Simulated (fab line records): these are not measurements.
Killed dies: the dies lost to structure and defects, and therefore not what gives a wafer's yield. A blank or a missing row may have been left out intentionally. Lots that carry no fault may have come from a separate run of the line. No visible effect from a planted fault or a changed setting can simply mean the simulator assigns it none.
fab line records | flow berkeley-cmos170 | part 2 of 2: steps 31 to 40 of 40
record: lots: 5 wafers: 15 last-day: 12
route steps=331 shown ACTIVE@76 PFIELD@79 FIELD@89 SACOX@97 SCREENOX@100 NVT@104 PVT@115
lots untouched by any fault: they come from a run of this same line in which no faults occurred
start-h: hours from the record's first day to the start of the lot's first wafer shown | wait-h: time in hours since the lot's previous step | " the same as in the row above | L1.1+2: one row covering several wafers at once | - either no value or no given start | * or withheld: withheld | < > ~ a bound
route shown NAME@n: names a module that has steps shown in the file, with the first one's number in the route | usual: the fault-free wafers' mean and standard deviation | same: alike in all rows | chamber/n: place in a boat | sites: per-site readings | _std_site: standard deviation across them | _edge_site: the outer-site mean with the inner-site mean subtracted | radius-mm: how far each site lies from the wafer's centre | mask NAME#n: copy n | behind: the most recent tool/chamber to have shaped the wafer | hold: reason for holding the lot/hours on hold/outcome of the hold | device: names the non-switching transistor (n, p or np) | end of line: the same wafers' tests at the end of the route | where a step has no rows: the recipe by itself | killed: count of dies lost to structure and defects at first sort (not the wafer's yield) | map: shows each die of a wafer: x if killed, . if not, _ if none is there
set.NAME: the setting as run; set.NAME@STEP: as run at that earlier step | model.NAME: the simulator's own value behind a step, which no gauge read
certain route steps with their lots: each step a table, each wafer a row
services: the hour from which a tool's chamber was out of use, counted from the record's first day as start-h (under 0 if before that day), plus the number of hours and why
== steps ==
step: UCB170_NVT_SOFTBAKE_02
recipe: resist: KrF temp-c: 130 time-s: 60
usual: chill-plate-temp-C: 23.01/0.12
columns lot.wafer tool chamber start-h wait-h chill-plate-temp-C
L075.2 litho-track-02 0 141.68 0.1 23.03
L075.4 " 0 " " 22.95
L075.6 " 0 " " 22.91
L080.1 litho-track-02 0 156.74 0.1 23.04
L080.3 " 0 " " 23.02
L080.6 " 0 " " 22.86
L083.2 litho-track-04 0 171.65 0.1 23.11
L083.4 " 0 " " 22.99
L083.5 " 0 " " 23.07
L088.2 litho-track-02 0 203.92 0.1 22.72
L088.4 " 0 " " 22.94
L088.5 " 0 " " 22.90
L091.3 litho-track-04 0 225.21 0.1 22.96
L091.4 " 0 " " 23.27
L091.5 " 0 " " 23.05
step: UCB170_NVT_EXPOSE_03
recipe: mask-id: PWELL target-cd-nm: 3000 na: 0.5 sigma-outer: 0.6 source-shape: conventional dose-mj: 30
usual: stage-vel-mm-s: 499.98/0.22
columns lot.wafer tool chamber start-h wait-h mask stage-vel-mm-s
L075.2 krf-scanner-02 0 141.82 0.1 PWELL#0 500.13
L075.4 " 0 " " PWELL#0 499.95
L075.6 " 0 " " PWELL#0 499.87
L080.1 krf-scanner-02 0 157.20 0.4 PWELL#0 500.16
L080.3 " 0 " " PWELL#0 500.30
L080.6 " 0 " " PWELL#0 500.10
L083.2 krf-scanner-02 0 172.12 0.4 PWELL#0 499.98
L083.4 " 0 " " PWELL#0 500.06
L083.5 " 0 " " PWELL#0 500.48
L088.2 krf-scanner-01 0 204.26 0.3 PWELL#0 499.65
L088.4 " 0 " " PWELL#0 499.82
L088.5 " 0 " " PWELL#0 499.98
L091.3 krf-scanner-01 0 225.35 0.1 PWELL#0 500.21
L091.4 " 0 " " PWELL#0 500.20
L091.5 " 0 " " PWELL#0 499.98
step: UCB170_NVT_PEB_04
recipe: peb-temp-c: 130 peb-time-s: withheld resist: KrF
usual: chill-plate-temp-C: 23.00/0.11
columns lot.wafer tool chamber start-h wait-h chill-plate-temp-C
L075.2 litho-track-04 0 142.12 0.3 22.97
L075.4 " 0 " " 22.99
L075.6 " 0 " " 22.81
L080.1 litho-track-04 0 157.99 0.8 22.85
L080.3 " 0 " " 22.83
L080.6 " 0 " " 22.97
L083.2 litho-track-04 0 172.53 0.4 22.84
L083.4 " 0 " " 23.03
L083.5 " 0 " " 22.94
L088.2 litho-track-02 0 204.42 0.1 23.06
L088.4 " 0 " " 23.17
L088.5 " 0 " " 23.16
L091.3 litho-track-04 0 225.81 0.4 22.91
L091.4 " 0 " " 23.01
L091.5 " 0 " " 22.98
step: UCB170_NVT_DEVELOP_05
recipe: developer: TMAH develop-time-s: 45 resist: KrF dev-temp-c: 21
usual: chill-plate-temp-C: 23.01/0.11
columns lot.wafer tool chamber start-h wait-h chill-plate-temp-C
L075.2 litho-track-04 0 - - 22.91
L075.4 " 0 " " 23.15
L075.6 " 0 " " 23.05
L080.1 litho-track-04 0 - - 22.86
L080.3 " 0 " " 22.92
L080.6 " 0 " " 22.88
L083.2 litho-track-04 0 - - 22.94
L083.4 " 0 " " 23.01
L083.5 " 0 " " 22.99
L088.2 litho-track-02 0 - - 23.01
L088.4 " 0 " " 23.01
L088.5 " 0 " " 22.93
L091.3 litho-track-04 0 - - 23.17
L091.4 " 0 " " 23.06
L091.5 " 0 " " 23.03
step: UCB170_NVT_OVL_MEAS_06
usual: NVT_OVL: 1/8.1
columns lot.wafer tool chamber start-h wait-h NVT_OVL[nm]
L075.2 overlay-01 - 142.38 - 6
L075.4 " - " " 5
L075.6 " - " " 2
L080.1 overlay-02 - 158.27 - 21
L080.3 " - " " 14
L080.6 " - " " 8
L083.2 overlay-02 - 172.78 - 11
L083.4 " - " " 4
L083.5 " - " " 5
L088.2 overlay-02 - 204.67 - 3
L088.4 " - " " -1
L088.5 " - " " 13
L091.3 overlay-01 - 226.05 - 1
L091.4 " - " " -3
L091.5 " - " " -4
step: UCB170_NVT_IMPLANT_07
recipe: species: BF2 dose-cm2: 3e+12 energy-kev: 50 tilt-deg: 7
usual: end-station-pressure-torr: 4.98e-06/2.6e-07 tilt-deg: 6.998/0.018
columns lot.wafer tool chamber start-h wait-h end-station-pressure-torr tilt-deg
L075.2 implanter-03 0 142.43 0.0 4.98e-06 6.992
L075.4 " 0 " " 4.92e-06 6.999
L075.6 " 0 " " 4.82e-06 7.006
L080.1 implanter-04 0 158.31 0.0 4.49e-06 6.947
L080.3 " 0 " " 4.63e-06 7.001
L080.6 " 0 " " 4.9e-06 7.022
L083.2 implanter-03 0 172.84 0.0 4.81e-06 7.011
L083.4 " 0 " " 5.32e-06 7.015
L083.5 " 0 " " 5.15e-06 7.026
L088.2 implanter-03 0 204.73 0.0 5.04e-06 7.021
L088.4 " 0 " " 5.53e-06 7.021
L088.5 " 0 " " 5.38e-06 7.001
L091.3 implanter-03 0 226.12 0.1 4.92e-06 6.984
L091.4 " 0 " " 5.05e-06 6.992
L091.5 " 0 " " 4.72e-06 6.989
step: UCB170_NVT_STRIP_08
recipe: chemistry: O2 power-w: 400 pressure-mtorr: 3500 platen-temp-c: withheld o2-flow-sccm: 400 overash-fraction: 0.5
usual: drypump-motor-current-A: 5.82/0.3 oes-product-au: 0.735/0.005 strip-time-to-endpoint-s: 21.63/0.059
columns lot.wafer tool chamber start-h wait-h drypump-motor-current-A oes-product-au rf-hours-counter-h strip-time-to-endpoint-s
L075.2 plasma-asher-04 0 142.56 0.1 5.92 0.738 3 21.62
L075.4 " 0 " " 5.92 0.735 - 21.65
L075.6 " 0 " " 5.96 0.736 - 21.66
L080.1 plasma-asher-04 1 158.46 0.1 5.70 0.736 5 21.63
L080.3 " 1 " " 5.70 0.732 - 21.63
L080.6 " 0 " " 5.95 0.735 - 21.66
L083.2 plasma-asher-04 0 172.96 0.1 5.93 0.731 6 21.61
L083.4 " 1 " " 5.70 0.741 - 21.64
L083.5 " 1 " " 5.67 0.736 - 21.59
L088.2 plasma-asher-04 1 204.85 0.1 5.69 0.732 10 21.68
L088.4 " 0 " " 5.94 0.734 - 21.73
L088.5 " 0 " " 5.93 0.730 - 21.67
L091.3 plasma-asher-02 1 226.26 0.1 5.34 0.729 - 21.62
L091.4 " 0 " " 6.16 0.729 - 21.66
L091.5 " 1 " " 5.35 0.740 - 21.69
step: UCB170_NVT_TW_MEAS_09
usual: NVT_TW: 523.3/3
columns lot.wafer tool chamber start-h wait-h NVT_TW
L075.2 film-metro-03 - 142.67 0.1 516.7
L075.4 " - " " 520.5
L075.6 " - " " 519.1
L080.1 film-metro-03 - 158.56 0.1 522.1
L080.3 " - " " 520.4
L080.6 " - " " 523.2
L083.2 film-metro-04 - 173.07 0.1 522.0
L083.4 " - " " 521.4
L083.5 " - " " 522.9
L088.2 film-metro-01 - 205.00 0.1 527.5
L088.4 " - " " 526.3
L088.5 " - " " 524.2
L091.3 film-metro-01 - 226.34 0.1 527.9
L091.4 " - " " 525.6
L091.5 " - " " 523.4
step: UCB170_NVT_CLEAN_10
recipe: chemistry: SPM temp-c: 120 time-s: 600
columns lot.wafer tool chamber start-h wait-h
L075.2+4+6 wet-bench-02 2 142.72 0.0
L080.1+3+6 wet-bench-04 1 159.52 1.0
L083.2+4+5 wet-bench-02 3 173.12 0.0
L088.2+4+5 wet-bench-02 2 205.09 0.1
L091.3+4+5 wet-bench-02 2 226.38 0.0
step: UCB170_PVT_HMDS_00
recipe: prime-time-s: 60 prime-temp-c: 100
usual: chill-plate-temp-C: 22.99/0.097
columns lot.wafer tool chamber start-h wait-h chill-plate-temp-C
L075.2 litho-track-03 0 143.71 0.8 22.90
L075.4 " 0 " " 22.85
L075.6 " 0 " " 22.84
L080.1 litho-track-01 0 159.75 0.0 22.93
L080.3 " 0 " " 22.96
L080.6 " 0 " " 22.99
L083.2 litho-track-02 0 173.59 0.3 22.90
L083.4 " 0 " " 22.95
L083.5 " 0 " " 22.98
L088.2 litho-track-01 0 205.39 0.1 23.19
L088.4 " 0 " " 22.99
L088.5 " 0 " " 23.07
L091.3 litho-track-03 0 226.61 0.1 23.07
L091.4 " 0 " " 23.15
L091.5 " 0 " " 23.12
== services ==
columns tool chamber start-h hours kind
krf-scanner-01 - 82.19 1.3 pm
furnace-04 - 99.70 3.3 pm
implanter-04 - 102.71 1.7 repair
plasma-asher-02 - 104.42 3.5 repair
krf-scanner-02 - 105.65 0.3 repair
plasma-asher-04 - 108.75 9.0 pm
plasma-asher-04 0 108.75 9.0 vent-cycle
furnace-01 - 113.78 2.3 pm
implanter-03 - 134.08 8.0 pm
implanter-02 - 135.25 3.5 pm
krf-scanner-02 - 135.69 5.9 repair
krf-scanner-01 - 147.08 0.8 pm
plasma-asher-01 - 155.11 5.2 repair
krf-scanner-02 - 169.16 1.0 pm
krf-scanner-01 - 184.91 4.0 pm
implanter-03 - 187.93 1.9 pm
implanter-03 - 189.96 1.7 repair
plasma-asher-02 - 196.50 2.8 pm
krf-scanner-02 - 210.73 3.6 pm
krf-scanner-02 - 214.28 1.3 pm
krf-scanner-02 - 216.10 0.8 pm
furnace-02 - 216.24 3.2 pm
implanter-04 - 221.66 3.4 repair
plasma-asher-01 - 225.93 0.7 repair
